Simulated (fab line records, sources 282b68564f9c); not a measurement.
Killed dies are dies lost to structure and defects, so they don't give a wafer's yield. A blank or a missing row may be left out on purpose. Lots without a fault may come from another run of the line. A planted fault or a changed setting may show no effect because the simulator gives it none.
Which tool did it? | flow rit_cmos | 14 lots, 42 wafers sampled, at 3 steps of a route of 202

WHAT THE GAUGES READ, wafer by wafer
RIT_SDANNEAL_RS_MEAS_04: measures by four-point-probe.
lot  | measured    | on            | PSD_RS (ohm/sq)
L278 | day 3 13:30 | film_metro-02 | 115.97 115.86 116.16
L280 | day 3 23:12 | film_metro-01 | 116.40 116.18 116.05
L281 | day 4 01:45 | film_metro-02 | 116.08 116.15 115.92
L282 | day 4 07:01 | film_metro-02 | 115.88 115.90 115.88
L283 | day 4 13:34 | film_metro-01 | 116.31 116.08 116.12
L285 | day 5 02:47 | film_metro-01 | 115.85 116.08 116.00
L286 | day 5 05:17 | film_metro-02 | 115.85 115.74 115.76
L287 | day 5 09:58 | film_metro-01 | 115.64 115.56 116.09
L289 | day 5 18:52 | film_metro-01 | 115.97 115.92 116.01
L290 | day 5 23:46 | film_metro-01 | 115.84 115.61 115.84
L293 | day 6 14:42 | film_metro-01 | 127.75 128.07 128.00
L295 | day 6 22:59 | film_metro-04 | 127.70 127.95 127.87
L298 | day 7 14:21 | film_metro-01 | 115.94 115.65 116.13
L300 | day 8 01:22 | film_metro-02 | 115.48 115.58 115.53

RIT_SDANNEAL_RS_MEAS_06: measures by four-point-probe.
lot  | measured    | on            | PLDD_RS (ohm/sq)
L278 | day 3 13:44 | film_metro-02 | 179.1 178.9 179.5
L280 | day 3 23:26 | film_metro-01 | 178.8 178.2 179.2
L281 | day 4 01:59 | film_metro-02 | 178.3 178.6 178.1
L282 | day 4 07:15 | film_metro-02 | 179.5 178.8 179.0
L283 | day 4 13:49 | film_metro-01 | 179.8 179.2 179.1
L285 | day 5 03:01 | film_metro-01 | 179.0 178.5 178.2
L286 | day 5 05:31 | film_metro-02 | 178.9 179.0 179.2
L287 | day 5 10:12 | film_metro-01 | 178.5 178.4 178.9
L289 | day 5 19:07 | film_metro-01 | 179.1 179.1 178.5
L290 | day 6 00:01 | film_metro-01 | 177.7 177.8 178.3
L293 | day 6 14:56 | film_metro-01 | 190.8 191.2 190.7
L295 | day 6 23:14 | film_metro-04 | 191.0 191.8 191.4
L298 | day 7 14:35 | film_metro-01 | 179.6 179.1 179.3
L300 | day 8 01:37 | film_metro-02 | 177.6 177.7 178.0

WHICH TOOL RAN EACH LOT (tool, then ch and the chambers of the sampled wafers, then the start)
lot  | RIT_SDANNEAL_RTA_03
L278 | rtp_anneal-01 ch 0, day 3 13:26
L280 | rtp_anneal-01 ch 0, day 3 23:08
L281 | rtp_anneal-02 ch 0, day 4 01:41
L282 | rtp_anneal-01 ch 0, day 4 06:57
L283 | rtp_anneal-02 ch 0, day 4 13:31
L285 | rtp_anneal-02 ch 0, day 5 02:43
L286 | rtp_anneal-01 ch 0, day 5 05:14
L287 | rtp_anneal-02 ch 0, day 5 09:53
L289 | rtp_anneal-02 ch 0, day 5 18:49
L290 | rtp_anneal-01 ch 0, day 5 23:42
L293 | rtp_anneal-02 ch 0, day 6 14:38
L295 | rtp_anneal-02 ch 0, day 6 22:55
L298 | rtp_anneal-01 ch 0, day 7 14:16
L300 | rtp_anneal-01 ch 0, day 8 01:19
- RIT_SDANNEAL_RTA_03: time 5 s.

WHAT THE TOOLS THEMSELVES READ (means of the sampled wafers that have a number; where no wafer has one, the mark that the record gives instead)
RIT_SDANNEAL_RTA_03.
lot  | tool          | wafer_temp_C_max
L278 | rtp_anneal-01 | 1052.7
L280 | rtp_anneal-01 | 1054.2
L281 | rtp_anneal-02 | 1052.9
L282 | rtp_anneal-01 | 1052.2
L283 | rtp_anneal-02 | 1052.5
L285 | rtp_anneal-02 | 1054.9
L286 | rtp_anneal-01 | 1052.8
L287 | rtp_anneal-02 | 1053.5
L289 | rtp_anneal-02 | 1053.5
L290 | rtp_anneal-01 | 1054.6
L293 | rtp_anneal-02 | 1052.8
L295 | rtp_anneal-02 | 1053.4
L298 | rtp_anneal-01 | 1053.3
L300 | rtp_anneal-01 | 1052.8

THE ANSWER, worked out from the rows above alone
Rule: what is usual is taken from the lots themselves. Put in order of their means at a reading, lots are off if they are a third of the lots or fewer, leave a main group of 4 or more, and stand apart from it by a gap of 3 or more times the standard deviation of the main group's means; of several such gaps the widest counts. A main group whose means are all the same, to the digits that the tables above print for the reading, isn't used. A lot without any number at a reading at which 4 lots or more have one is off too. The other lots that the step has rows for count as sound. The gauges are gone through in route order, then the tools' own readings, and for those a lot's mean is taken as printed above. The first step at which some lot is off is used, and at that step the reading that is off furthest; a lot without a number counts as furthest.
Off: L293, L295, at RIT_SDANNEAL_RS_MEAS_04 (PSD_RS). The main group: mean 115.92 ohm/sq, standard deviation 0.18.
A tool fits if, at a process step before that reading, it ran every lot that is off, and no sound lot after the first of them. The gauges at RIT_SDANNEAL_RS_MEAS_04 are tried like those tools. One fits: rtp_anneal-02 at RIT_SDANNEAL_RTA_03. Its last sound lot is L289 (day 5 18:49), its first lot that is off L293 (day 6 14:38): a fault that began between those two fits.

WHAT THE SIMULATOR HAD PUT IN
Process parameter drift: rtp_anneal-02, from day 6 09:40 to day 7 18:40, at RIT_SDANNEAL_RTA_03. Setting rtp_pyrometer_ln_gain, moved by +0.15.
Lots struck among those shown: L293, L295. The rule above found the same.
